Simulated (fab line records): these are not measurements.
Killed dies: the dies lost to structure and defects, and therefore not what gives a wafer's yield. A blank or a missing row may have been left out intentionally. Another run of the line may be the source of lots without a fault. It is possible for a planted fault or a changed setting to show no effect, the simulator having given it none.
A struck lot beside a sound one    flow rit_cmos    21 steps out of a route of 202
Sound: these wafers, L885.1, L885.3, L885.4. The struck wafers were L893.1, L893.2, L893.5. The cause is named last.
For every step that has rows: the tool of each side, followed by ch and its chambers, followed by its first start. Under that, the readings that differ: sound wafers    struck wafers    difference of the means    sigmas: that difference in standard deviations of wafers without a fault.
alike: readings with means less than 2 such deviations apart, plus words and numbers identical on both sides. not compared: withheld readings, readings lacking a value on some wafer, bounds such as >300 that could conceal the same value, and numbers that have no deviation in the record and whose values overlap.
A row with sigmas, a row that says differs or no value, or rows on one side alone: a step with any of these is where the two part. When numbers do not overlap yet have no deviation, they are printed without sigmas and do not part them. Lack of a reading on every wafer of one side parts them only where that side has two or more wafers.

RIT_GATE_CD_MEAS_16 targets a cd of 150 nm.
  sound on cd_sem-01, day 5 02:13; struck on cd_sem-02, day 6 13:14
reading     sound              struck             difference  sigmas
cd_nm (nm)  142.8 144.6 142.7  146.9 149.2 148.8  +4.9        +2
RIT_GATE_OVL_MEAS_17:
  sound on overlay-01, day 5 02:20; struck on overlay-01, day 6 13:21
reading        sound           struck       difference  sigmas
GATE_OVL (nm)  -5.7 -2.7 -2.5  2.7 1.2 1.1  +5.3        +3
then, 1 step without rows for these wafers: RIT_GATE_HARDBAKE_18 (time 60 s).
RIT_GATE_ETCH_19: etches poly-Si in SF6/CHF3/O2, stops on SiO2, time 165 s, target depth 312.5 nm.
  sound on rie_si-02 ch 0,2,3, day 5 02:36; struck on rie_si-02 ch 0,1,2, day 6 13:32
  alike: drypump_motor_current_A, oes_product_au, throttle_valve_pct
  not compared: rf_hours_counter_h
RIT_GATE_STRIP_20: strips in O2, time 180 s.
  sound on plasma_asher-02 ch 0,1, day 5 02:43; struck on plasma_asher-01 ch 0,1, day 6 13:38
  alike: drypump_motor_current_A
  not compared: rf_hours_counter_h
RIT_GATE_CD_MEAS_90 targets a cd of 150 nm.
  sound on cd_sem-02, day 5 02:53; struck on cd_sem-02, day 6 13:49
reading     sound              struck             difference  sigmas
cd_nm (nm)  143.0 144.3 143.0  147.1 149.2 148.7  +4.9        +2
then, 4 steps without rows for these wafers: RIT_REOX_CLEAN_00 (cleans in SC1, time 600 s); RIT_REOX_CLEAN_01 (cleans in dHF, time 30 s); RIT_REOX_CLEAN_02 (cleans in SC2, time 600 s); RIT_REOX_OXIDATION_03 (target thk 25.2 nm, ox time 5580 s).
RIT_REOX_THK_MEAS_04:
  sound on film_metro-02, day 5 07:29; struck on film_metro-03, day 6 17:43
  alike: REOX_OXIDE_THK
then, 1 step without rows for these wafers: RIT_NLDD_HMDS_00 (prime time 60 s).
RIT_NLDD_COAT_01: resist thk 1000 nm.
  sound on litho_track-02 ch 0, day 5 07:41; struck on litho_track-02 ch 0, day 6 17:55
reading                                    sound              struck          difference  sigmas
model.NOVOLAK_of_NLDD_COAT_01.thk_nm (nm)  995.1 996.8 997.6  1085 1087 1087  +90         
  alike: dispense_pressure_kPa
then, 4 steps without rows for these wafers: RIT_NLDD_SOFTBAKE_02 (time 60 s); RIT_NLDD_EXPOSE_03 (exposes mask M7, target cd 40700 nm); RIT_NLDD_PEB_04; RIT_NLDD_DEVELOP_05 (develop time 50 s).
RIT_NLDD_OVL_MEAS_06:
  sound on overlay-01, day 5 08:31; struck on overlay-01, day 6 18:37
  alike: NLDD_OVL
RIT_NLDD_HARDBAKE_07: time 60 s.
  sound on litho_track-04 ch 0, day 5 08:34; struck on litho_track-02 ch 0, day 6 18:40
reading                                    sound              struck             difference  sigmas
model.NOVOLAK_of_NLDD_COAT_01.thk_nm (nm)  879.5 880.9 881.7  958.3 960.2 960.2  +78.9       
next, for these wafers, 1 step has no rows: RIT_NLDD_IMPLANT_08.
RIT_M1_PROBE_99:
  sound wafers here have rows in the record (prober-02, day 5 23:58); struck ones have none

WHERE THEY PART
First at RIT_GATE_CD_MEAS_16; last, within this record, at RIT_M1_PROBE_99.

WHY: what the simulator had put in
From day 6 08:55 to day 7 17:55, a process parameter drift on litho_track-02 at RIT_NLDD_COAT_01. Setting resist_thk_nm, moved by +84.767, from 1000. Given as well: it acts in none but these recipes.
